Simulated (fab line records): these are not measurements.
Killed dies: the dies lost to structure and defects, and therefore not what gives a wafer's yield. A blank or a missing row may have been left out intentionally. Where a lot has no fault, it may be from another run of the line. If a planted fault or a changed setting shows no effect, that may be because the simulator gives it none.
fab line records :: flow berkeley_cmos170
[record]
  lots = 14
  wafers = 42
  last_day = 11
route steps=331 shown NWELL@18
lots with no fault: from the same line, run without faults
start_h: start of the lot's first displayed wafer, in hours after the record's first day :: wait_h: time in hours since the lot's previous step :: " the same as in the row above :: L1.1+2: several wafers, shown together as one row :: - no value, or no start was given :: * or withheld: withheld :: < > ~ a bound
route shown NAME@n: names a module that has steps shown in the file, with the first one's number in the route :: usual: mean and standard deviation over wafers with no fault :: same: alike in all rows :: chamber/n: place in a boat :: sites: the reading at each site :: _std_site: the values' standard deviation :: _edge_site: mean of outer sites minus mean of inner sites :: radius_mm: for every site, how far away it sits from the centre of the wafer :: mask NAME#n: copy n :: behind: tool/chamber where the wafer was last shaped :: hold: reason for holding the lot/hours on hold/outcome of the hold :: device: transistor that didn't switch, given as n, p or np :: end of line: the tests these same wafers got at the end of their route :: a step with no rows: only its recipe :: killed: dies that structure and defects cost at the first sort, which is not the same as the wafer's yield :: map: shows each die of a wafer: x if killed, . if not, _ if none is there
set.NAME: setting as actually run; set.NAME@STEP: the setting as run at that earlier step :: model.NAME: the simulator's own value behind a step, which no gauge read
the route's steps for a sample of lots (tables are steps, rows are wafers)
services: the hour from which a tool's chamber was out of use, counted from the record's first day as start_h (under 0 if before that day), plus the number of hours and why
[[steps]]
[step UCB170_NWELL_CVD_04]
[recipe]
  material = Si3N4
  target_thk_nm = 224
  temp_c = 800
  precursor = SiH2Cl2/NH3
  time_s = 3360
  pressure_mtorr = 200
  sih2cl2_flow_sccm = 25
  nh3_flow_sccm = 75
lot.wafer: L772.1+2+3
tool: lpcvd-02
chamber: 0
start_h: 26.31
wait_h: 0.0

lot.wafer: L773.3+5+6
tool: lpcvd-02
chamber: 0
start_h: 30.02
wait_h: 0.8

lot.wafer: L774.2+4+6
tool: lpcvd-01
chamber: 0
start_h: 40.35
wait_h: 0.0

lot.wafer: L775.3+4+5
tool: lpcvd-01
chamber: 1
start_h: 49.79
wait_h: 0.0

lot.wafer: L776.1+2+5
tool: lpcvd-01
chamber: 1
start_h: 49.79
wait_h: 0.0

lot.wafer: L777.1+2+3
tool: lpcvd-01
chamber: 1
start_h: 57.20
wait_h: 0.9

lot.wafer: L779.1+5+6
tool: lpcvd-01
chamber: 0
start_h: 65.79
wait_h: 1.1

lot.wafer: L780.2+5+6
tool: lpcvd-01
chamber: 1
start_h: 73.86
wait_h: 0.0

lot.wafer: L784.2+3+4
tool: lpcvd-02
chamber: 1
start_h: 79.29
wait_h: 0.0

lot.wafer: L787.2+4+6
tool: lpcvd-02
chamber: 1
start_h: 103.29
wait_h: 0.0

lot.wafer: L788.3+4+5
tool: lpcvd-02
chamber: 0
start_h: 103.29
wait_h: 0.0

lot.wafer: L789.1+4+5
tool: lpcvd-02
chamber: 1
start_h: 108.37
wait_h: 0.0

lot.wafer: L793.2+4+6
tool: lpcvd-02
chamber: 0
start_h: 133.23
wait_h: 0.4

lot.wafer: L794.1+3+4
tool: lpcvd-02
chamber: 1
start_h: 133.23
wait_h: 0.4
[step UCB170_NWELL_THK_MEAS_05]
[recipe]
  reads = Si3N4_of_NWELL_CVD_04
[usual]
  NWELL_NITRIDE_THK = 224.5/2.4
lot.wafer: L772.1
tool: film_metro-02
chamber: -
start_h: 28.24
wait_h: 0.0
NWELL_NITRIDE_THK[nm]: 221.9

lot.wafer: L772.2
tool: film_metro-02
chamber: -
start_h: 28.24
wait_h: 0.0
NWELL_NITRIDE_THK[nm]: 221.2

lot.wafer: L772.3
tool: film_metro-02
chamber: -
start_h: 28.24
wait_h: 0.0
NWELL_NITRIDE_THK[nm]: 221.9

lot.wafer: L773.3
tool: film_metro-01
chamber: -
start_h: 31.98
wait_h: 0.0
NWELL_NITRIDE_THK[nm]: 222.5

lot.wafer: L773.5
tool: film_metro-01
chamber: -
start_h: 31.98
wait_h: 0.0
NWELL_NITRIDE_THK[nm]: 222.7

lot.wafer: L773.6
tool: film_metro-01
chamber: -
start_h: 31.98
wait_h: 0.0
NWELL_NITRIDE_THK[nm]: 223.4

lot.wafer: L774.2
tool: film_metro-04
chamber: -
start_h: 42.29
wait_h: 0.0
NWELL_NITRIDE_THK[nm]: 227.1

lot.wafer: L774.4
tool: film_metro-04
chamber: -
start_h: 42.29
wait_h: 0.0
NWELL_NITRIDE_THK[nm]: 225.4

lot.wafer: L774.6
tool: film_metro-04
chamber: -
start_h: 42.29
wait_h: 0.0
NWELL_NITRIDE_THK[nm]: 225.4

lot.wafer: L776.1
tool: film_metro-04
chamber: -
start_h: 51.72
wait_h: 0.0
NWELL_NITRIDE_THK[nm]: 227.3

lot.wafer: L776.2
tool: film_metro-04
chamber: -
start_h: 51.72
wait_h: 0.0
NWELL_NITRIDE_THK[nm]: 226.6

lot.wafer: L776.5
tool: film_metro-04
chamber: -
start_h: 51.72
wait_h: 0.0
NWELL_NITRIDE_THK[nm]: 226.0

lot.wafer: L775.3
tool: film_metro-02
chamber: -
start_h: 51.74
wait_h: 0.0
NWELL_NITRIDE_THK[nm]: 226.7

lot.wafer: L775.4
tool: film_metro-02
chamber: -
start_h: 51.74
wait_h: 0.0
NWELL_NITRIDE_THK[nm]: 225.9

lot.wafer: L775.5
tool: film_metro-02
chamber: -
start_h: 51.74
wait_h: 0.0
NWELL_NITRIDE_THK[nm]: 224.4

lot.wafer: L777.1
tool: film_metro-04
chamber: -
start_h: 59.14
wait_h: 0.0
NWELL_NITRIDE_THK[nm]: 227.1

lot.wafer: L777.2
tool: film_metro-04
chamber: -
start_h: 59.14
wait_h: 0.0
NWELL_NITRIDE_THK[nm]: 227.5

lot.wafer: L777.3
tool: film_metro-04
chamber: -
start_h: 59.14
wait_h: 0.0
NWELL_NITRIDE_THK[nm]: 225.6

lot.wafer: L779.1
tool: film_metro-02
chamber: -
start_h: 67.72
wait_h: 0.0
NWELL_NITRIDE_THK[nm]: 391.0

lot.wafer: L779.5
tool: film_metro-02
chamber: -
start_h: 67.72
wait_h: 0.0
NWELL_NITRIDE_THK[nm]: 391.1

lot.wafer: L779.6
tool: film_metro-02
chamber: -
start_h: 67.72
wait_h: 0.0
NWELL_NITRIDE_THK[nm]: 391.5

lot.wafer: L780.2
tool: film_metro-02
chamber: -
start_h: 75.80
wait_h: 0.0
NWELL_NITRIDE_THK[nm]: 388.9

lot.wafer: L780.5
tool: film_metro-02
chamber: -
start_h: 75.80
wait_h: 0.0
NWELL_NITRIDE_THK[nm]: 386.9

lot.wafer: L780.6
tool: film_metro-02
chamber: -
start_h: 75.80
wait_h: 0.0
NWELL_NITRIDE_THK[nm]: 387.4

lot.wafer: L784.2
tool: film_metro-01
chamber: -
start_h: 81.30
wait_h: 0.1
NWELL_NITRIDE_THK[nm]: 223.1

lot.wafer: L784.3
tool: film_metro-01
chamber: -
start_h: 81.30
wait_h: 0.1
NWELL_NITRIDE_THK[nm]: 222.6

lot.wafer: L784.4
tool: film_metro-01
chamber: -
start_h: 81.30
wait_h: 0.1
NWELL_NITRIDE_THK[nm]: 224.2

lot.wafer: L787.2
tool: film_metro-02
chamber: -
start_h: 105.24
wait_h: 0.0
NWELL_NITRIDE_THK[nm]: 227.3

lot.wafer: L787.4
tool: film_metro-02
chamber: -
start_h: 105.24
wait_h: 0.0
NWELL_NITRIDE_THK[nm]: 228.2

lot.wafer: L787.6
tool: film_metro-02
chamber: -
start_h: 105.24
wait_h: 0.0
NWELL_NITRIDE_THK[nm]: 225.6

lot.wafer: L788.3
tool: film_metro-04
chamber: -
start_h: 105.25
wait_h: 0.0
NWELL_NITRIDE_THK[nm]: 224.3

lot.wafer: L788.4
tool: film_metro-04
chamber: -
start_h: 105.25
wait_h: 0.0
NWELL_NITRIDE_THK[nm]: 224.8

lot.wafer: L788.5
tool: film_metro-04
chamber: -
start_h: 105.25
wait_h: 0.0
NWELL_NITRIDE_THK[nm]: 227.3

lot.wafer: L789.1
tool: film_metro-01
chamber: -
start_h: 110.30
wait_h: 0.0
NWELL_NITRIDE_THK[nm]: 227.7

lot.wafer: L789.4
tool: film_metro-01
chamber: -
start_h: 110.30
wait_h: 0.0
NWELL_NITRIDE_THK[nm]: 226.5

lot.wafer: L789.5
tool: film_metro-01
chamber: -
start_h: 110.30
wait_h: 0.0
NWELL_NITRIDE_THK[nm]: 226.8

lot.wafer: L793.2
tool: film_metro-01
chamber: -
start_h: 135.23
wait_h: 0.1
NWELL_NITRIDE_THK[nm]: 225.6

lot.wafer: L793.4
tool: film_metro-01
chamber: -
start_h: 135.23
wait_h: 0.1
NWELL_NITRIDE_THK[nm]: 221.7

lot.wafer: L793.6
tool: film_metro-01
chamber: -
start_h: 135.23
wait_h: 0.1
NWELL_NITRIDE_THK[nm]: 226.0

lot.wafer: L794.1
tool: film_metro-02
chamber: -
start_h: 135.28
wait_h: 0.1
NWELL_NITRIDE_THK[nm]: 223.1

lot.wafer: L794.3
tool: film_metro-02
chamber: -
start_h: 135.28
wait_h: 0.1
NWELL_NITRIDE_THK[nm]: 221.0

lot.wafer: L794.4
tool: film_metro-02
chamber: -
start_h: 135.28
wait_h: 0.1
NWELL_NITRIDE_THK[nm]: 221.0
[step UCB170_NWELL_ETCH_13]
[recipe]
  chemistry = CH3F/Ar/O2
  target = Si3N4
  stop_on = SiO2
  CH3F_flow_sccm = 20
  Ar_flow_sccm = 50
  O2_flow_sccm = 7
  pressure_mtorr = 50
  rf_w = 450
  target_depth_a = 2464
  over_etch_frac = 0.1
  time_s = 154
[usual]
  drypump_motor_current_A = 5.8/0.59
  mfc_ar_sccm = 50.00/0.15
  oes_product_au = 0.942/0.01
  throttle_valve_pct = 8.01/0.14
[same]
  over_etch_frac = 0.1
lot.wafer: L772.1
tool: rie_diel-02
chamber: 1
start_h: 29.54
wait_h: 0.0
drypump_motor_current_A: 5.3
mfc_ar_sccm: 49.90
oes_product_au: 0.923
rf_hours_counter_h: 140
throttle_valve_pct: 7.86

lot.wafer: L772.2
tool: rie_diel-02
chamber: 3
start_h: 29.54
wait_h: 0.0
drypump_motor_current_A: 4.9
mfc_ar_sccm: 50.37
oes_product_au: 0.938
rf_hours_counter_h: 35
throttle_valve_pct: 8.10

lot.wafer: L772.3
tool: rie_diel-02
chamber: 0
start_h: 29.54
wait_h: 0.0
drypump_motor_current_A: 5.8
mfc_ar_sccm: 49.75
oes_product_au: 0.945
rf_hours_counter_h: 94
throttle_valve_pct: 8.10

lot.wafer: L773.3
tool: rie_diel-02
chamber: 2
start_h: 33.14
wait_h: 0.0
drypump_motor_current_A: 6.6
mfc_ar_sccm: 50.07
oes_product_au: 0.941
rf_hours_counter_h: 66
throttle_valve_pct: 8.02

lot.wafer: L773.5
tool: rie_diel-02
chamber: 3
start_h: 33.14
wait_h: 0.0
drypump_motor_current_A: 4.9
mfc_ar_sccm: 49.90
oes_product_au: 0.941
rf_hours_counter_h: -
throttle_valve_pct: 8.11

lot.wafer: L773.6
tool: rie_diel-02
chamber: 2
start_h: 33.14
wait_h: 0.0
drypump_motor_current_A: 6.7
mfc_ar_sccm: 50.10
oes_product_au: 0.928
rf_hours_counter_h: -
throttle_valve_pct: 8.02

lot.wafer: L774.2
tool: rie_diel-03
chamber: 1
start_h: 43.46
wait_h: 0.0
drypump_motor_current_A: 6.0
mfc_ar_sccm: 49.88
oes_product_au: 0.947
rf_hours_counter_h: 56
throttle_valve_pct: 7.95

lot.wafer: L774.4
tool: rie_diel-03
chamber: 3
start_h: 43.46
wait_h: 0.0
drypump_motor_current_A: 6.1
mfc_ar_sccm: 50.11
oes_product_au: 0.934
rf_hours_counter_h: 110
throttle_valve_pct: 8.07

lot.wafer: L774.6
tool: rie_diel-03
chamber: 0
start_h: 43.46
wait_h: 0.0
drypump_motor_current_A: 6.3
mfc_ar_sccm: 49.93
oes_product_au: 0.944
rf_hours_counter_h: -
throttle_valve_pct: 7.82

lot.wafer: L775.3
tool: rie_diel-02
chamber: 1
start_h: 52.94
wait_h: 0.0
drypump_motor_current_A: 5.3
mfc_ar_sccm: 50.18
oes_product_au: 0.952
rf_hours_counter_h: 141
throttle_valve_pct: 7.83

lot.wafer: L775.4
tool: rie_diel-02
chamber: 3
start_h: 52.94
wait_h: 0.0
drypump_motor_current_A: 4.9
mfc_ar_sccm: 50.10
oes_product_au: 0.950
rf_hours_counter_h: 36
throttle_valve_pct: 8.13

lot.wafer: L775.5
tool: rie_diel-02
chamber: 3
start_h: 52.94
wait_h: 0.0
drypump_motor_current_A: 4.9
mfc_ar_sccm: 50.02
oes_product_au: 0.943
rf_hours_counter_h: -
throttle_valve_pct: 8.13

lot.wafer: L776.1
tool: rie_diel-03
chamber: 3
start_h: 53.22
wait_h: 0.0
drypump_motor_current_A: 6.1
mfc_ar_sccm: 49.85
oes_product_au: 0.939
rf_hours_counter_h: 110
throttle_valve_pct: 8.07

lot.wafer: L776.2
tool: rie_diel-03
chamber: 2
start_h: 53.22
wait_h: 0.0
drypump_motor_current_A: 6.1
mfc_ar_sccm: 49.96
oes_product_au: 0.948
rf_hours_counter_h: 2
throttle_valve_pct: 8.24

lot.wafer: L776.5
tool: rie_diel-03
chamber: 0
start_h: 53.22
wait_h: 0.0
drypump_motor_current_A: 6.3
mfc_ar_sccm: 49.98
oes_product_au: 0.941
rf_hours_counter_h: -
throttle_valve_pct: 7.84

lot.wafer: L777.1
tool: rie_diel-03
chamber: 2
start_h: 70.68
wait_h: 0.0
drypump_motor_current_A: 6.1
mfc_ar_sccm: 50.12
oes_product_au: 0.930
rf_hours_counter_h: 2
throttle_valve_pct: 8.23

lot.wafer: L777.2
tool: rie_diel-03
chamber: 1
start_h: 70.68
wait_h: 0.0
drypump_motor_current_A: 6.0
mfc_ar_sccm: 50.20
oes_product_au: 0.950
rf_hours_counter_h: 57
throttle_valve_pct: 7.94

lot.wafer: L777.3
tool: rie_diel-03
chamber: 0
start_h: 70.68
wait_h: 0.0
drypump_motor_current_A: 6.3
mfc_ar_sccm: 49.89
oes_product_au: 0.941
rf_hours_counter_h: 16
throttle_valve_pct: 7.84

lot.wafer: L779.1
tool: rie_diel-03
chamber: 2
start_h: 72.91
wait_h: 0.0
drypump_motor_current_A: 6.1
mfc_ar_sccm: 50.14
oes_product_au: 0.981
rf_hours_counter_h: 3
throttle_valve_pct: 8.24

lot.wafer: L779.5
tool: rie_diel-03
chamber: 1
start_h: 72.91
wait_h: 0.0
drypump_motor_current_A: 6.0
mfc_ar_sccm: 50.15
oes_product_au: 1.006
rf_hours_counter_h: -
throttle_valve_pct: 7.95

lot.wafer: L779.6
tool: rie_diel-03
chamber: 2
start_h: 72.91
wait_h: 0.0
drypump_motor_current_A: 6.2
mfc_ar_sccm: 49.96
oes_product_au: 0.987
rf_hours_counter_h: -
throttle_valve_pct: 8.24

lot.wafer: L780.2
tool: rie_diel-02
chamber: 1
start_h: 78.58
wait_h: 0.0
drypump_motor_current_A: 5.3
mfc_ar_sccm: 50.11
oes_product_au: 0.987
rf_hours_counter_h: 142
throttle_valve_pct: 7.85

lot.wafer: L780.5
tool: rie_diel-02
chamber: 3
start_h: 78.58
wait_h: 0.0
drypump_motor_current_A: 4.9
mfc_ar_sccm: 49.93
oes_product_au: 1.007
rf_hours_counter_h: -
throttle_valve_pct: 8.12

lot.wafer: L780.6
tool: rie_diel-02
chamber: 2
start_h: 78.58
wait_h: 0.0
drypump_motor_current_A: 6.6
mfc_ar_sccm: 50.08
oes_product_au: 0.985
rf_hours_counter_h: -
throttle_valve_pct: 8.03

lot.wafer: L784.2
tool: rie_diel-01
chamber: 2
start_h: 83.05
wait_h: 0.0
drypump_motor_current_A: 6.6
mfc_ar_sccm: 49.97
oes_product_au: 0.940
rf_hours_counter_h: 53
throttle_valve_pct: 7.74

lot.wafer: L784.3
tool: rie_diel-01
chamber: 3
start_h: 83.05
wait_h: 0.0
drypump_motor_current_A: 4.7
mfc_ar_sccm: 49.74
oes_product_au: 0.951
rf_hours_counter_h: 124
throttle_valve_pct: 8.16

lot.wafer: L784.4
tool: rie_diel-01
chamber: 1
start_h: 83.05
wait_h: 0.0
drypump_motor_current_A: 5.9
mfc_ar_sccm: 50.04
oes_product_au: 0.943
rf_hours_counter_h: 8
throttle_valve_pct: 8.01

lot.wafer: L787.2
tool: rie_diel-02
chamber: 1
start_h: 108.10
wait_h: 0.0
drypump_motor_current_A: 5.2
mfc_ar_sccm: 49.94
oes_product_au: 0.949
rf_hours_counter_h: 143
throttle_valve_pct: 7.85

lot.wafer: L787.4
tool: rie_diel-02
chamber: 3
start_h: 108.10
wait_h: 0.0
drypump_motor_current_A: 4.9
mfc_ar_sccm: 50.22
oes_product_au: 0.953
rf_hours_counter_h: -
throttle_valve_pct: 8.12

lot.wafer: L787.6
tool: rie_diel-02
chamber: 2
start_h: 108.10
wait_h: 0.0
drypump_motor_current_A: 6.7
mfc_ar_sccm: 50.00
oes_product_au: 0.947
rf_hours_counter_h: -
throttle_valve_pct: 8.01

lot.wafer: L788.3
tool: rie_diel-03
chamber: 3
start_h: 108.22
wait_h: 0.0
drypump_motor_current_A: 6.1
mfc_ar_sccm: 50.08
oes_product_au: 0.935
rf_hours_counter_h: 113
throttle_valve_pct: 8.06

lot.wafer: L788.4
tool: rie_diel-03
chamber: 0
start_h: 108.22
wait_h: 0.0
drypump_motor_current_A: 6.3
mfc_ar_sccm: 50.18
oes_product_au: 0.939
rf_hours_counter_h: 18
throttle_valve_pct: 7.83

lot.wafer: L788.5
tool: rie_diel-03
chamber: 1
start_h: 108.22
wait_h: 0.0
drypump_motor_current_A: 6.0
mfc_ar_sccm: 49.98
oes_product_au: 0.949
rf_hours_counter_h: -
throttle_valve_pct: 7.94

lot.wafer: L789.1
tool: rie_diel-03
chamber: 1
start_h: 111.90
wait_h: 0.0
drypump_motor_current_A: 6.1
mfc_ar_sccm: 50.11
oes_product_au: 0.949
rf_hours_counter_h: 58
throttle_valve_pct: 7.96

lot.wafer: L789.4
tool: rie_diel-03
chamber: 0
start_h: 111.90
wait_h: 0.0
drypump_motor_current_A: 6.4
mfc_ar_sccm: 50.08
oes_product_au: 0.944
rf_hours_counter_h: 18
throttle_valve_pct: 7.84

lot.wafer: L789.5
tool: rie_diel-03
chamber: 0
start_h: 111.90
wait_h: 0.0
drypump_motor_current_A: 6.3
mfc_ar_sccm: 50.16
oes_product_au: 0.943
rf_hours_counter_h: -
throttle_valve_pct: 7.83

lot.wafer: L793.2
tool: rie_diel-02
chamber: 1
start_h: 137.81
wait_h: 0.0
drypump_motor_current_A: 5.3
mfc_ar_sccm: 49.88
oes_product_au: 0.939
rf_hours_counter_h: 145
throttle_valve_pct: 7.83

lot.wafer: L793.4
tool: rie_diel-02
chamber: 3
start_h: 137.81
wait_h: 0.0
drypump_motor_current_A: 4.9
mfc_ar_sccm: 50.03
oes_product_au: 0.938
rf_hours_counter_h: 40
throttle_valve_pct: 8.12

lot.wafer: L793.6
tool: rie_diel-02
chamber: 1
start_h: 137.81
wait_h: 0.0
drypump_motor_current_A: 5.3
mfc_ar_sccm: 50.23
oes_product_au: 0.949
rf_hours_counter_h: -
throttle_valve_pct: 7.83

lot.wafer: L794.1
tool: rie_diel-01
chamber: 2
start_h: 138.03
wait_h: 0.0
drypump_motor_current_A: 6.6
mfc_ar_sccm: 50.04
oes_product_au: 0.940
rf_hours_counter_h: 56
throttle_valve_pct: 7.74

lot.wafer: L794.3
tool: rie_diel-01
chamber: 0
start_h: 138.03
wait_h: 0.0
drypump_motor_current_A: 5.4
mfc_ar_sccm: 50.14
oes_product_au: 0.946
rf_hours_counter_h: 104
throttle_valve_pct: 7.94

lot.wafer: L794.4
tool: rie_diel-01
chamber: 1
start_h: 138.03
wait_h: 0.0
drypump_motor_current_A: 6.0
mfc_ar_sccm: 49.89
oes_product_au: 0.938
rf_hours_counter_h: 11
throttle_valve_pct: 8.02
[[services]]
tool: rie_diel-03
chamber: -
start_h: 18.57
hours: 0.9
kind: repair

tool: rie_diel-02
chamber: 2
start_h: 27.87
hours: 4.9
kind: repair

tool: rie_diel-03
chamber: 0
start_h: 50.60
hours: 2.4
kind: repair

tool: rie_diel-03
chamber: 1
start_h: 52.52
hours: 4.2
kind: repair

tool: rie_diel-01
chamber: 0
start_h: 66.28
hours: 6.6
kind: repair

tool: rie_diel-02
chamber: 0
start_h: 101.69
hours: 7.8
kind: repair

tool: rie_diel-01
chamber: -
start_h: 103.28
hours: 14.6
kind: pm

tool: lpcvd-02
chamber: -
start_h: 113.69
hours: 0.7
kind: repair

tool: rie_diel-01
chamber: -
start_h: 123.40
hours: 2.8
kind: pm
[[key]]
[first_sign]
  step = UCB170_NWELL_THK_MEAS_05
  reading = NWELL_NITRIDE_THK
  direction = up
  sigmas = 69
  usual = 224.5
  struck = 389.5
[effect]
  step = UCB170_NWELL_ETCH_13
  reading = oes_product_au
  direction = up
  sigmas = 4.9
  usual = 0.942
  struck = 0.992
met_at UCB170_NWELL_CVD_04
struck_lots L779,L780
later_rows_left_out L779.1,L779.5,L779.6,L780.2,L780.5,L780.6
sort_left_out L779.1,L779.5,L779.6,L780.2,L780.5,L780.6
tester_left_out L779,L780
onset_between 57.20 65.79
[fault]
  kind = process_parameter_drift
  tool = lpcvd-01
  chamber = -
  onset_h = 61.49
  steps = UCB170_NWELL_CVD_04
  channel = target_thk_nm
  offset = 167.23
  shape = step
  end_h = 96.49
  acts_in = these_recipes_only
  stated = 224
// tester_left_out: of these lots the tester's yield and bins aren't shown, on N5 and GAA mostly nor the transistor test; their killed dies are dies lost to structure and defects alone, not to doping, threshold or leakage, so they don't give the yield
// sort_left_out: the simulated sort isn't trusted on such a fault, so these wafers' sort isn't shown, and their yield isn't known
// later_rows_left_out: the simulator's readings of these wafers behind a module that went badly wrong aren't trusted and aren't shown, but for the sort
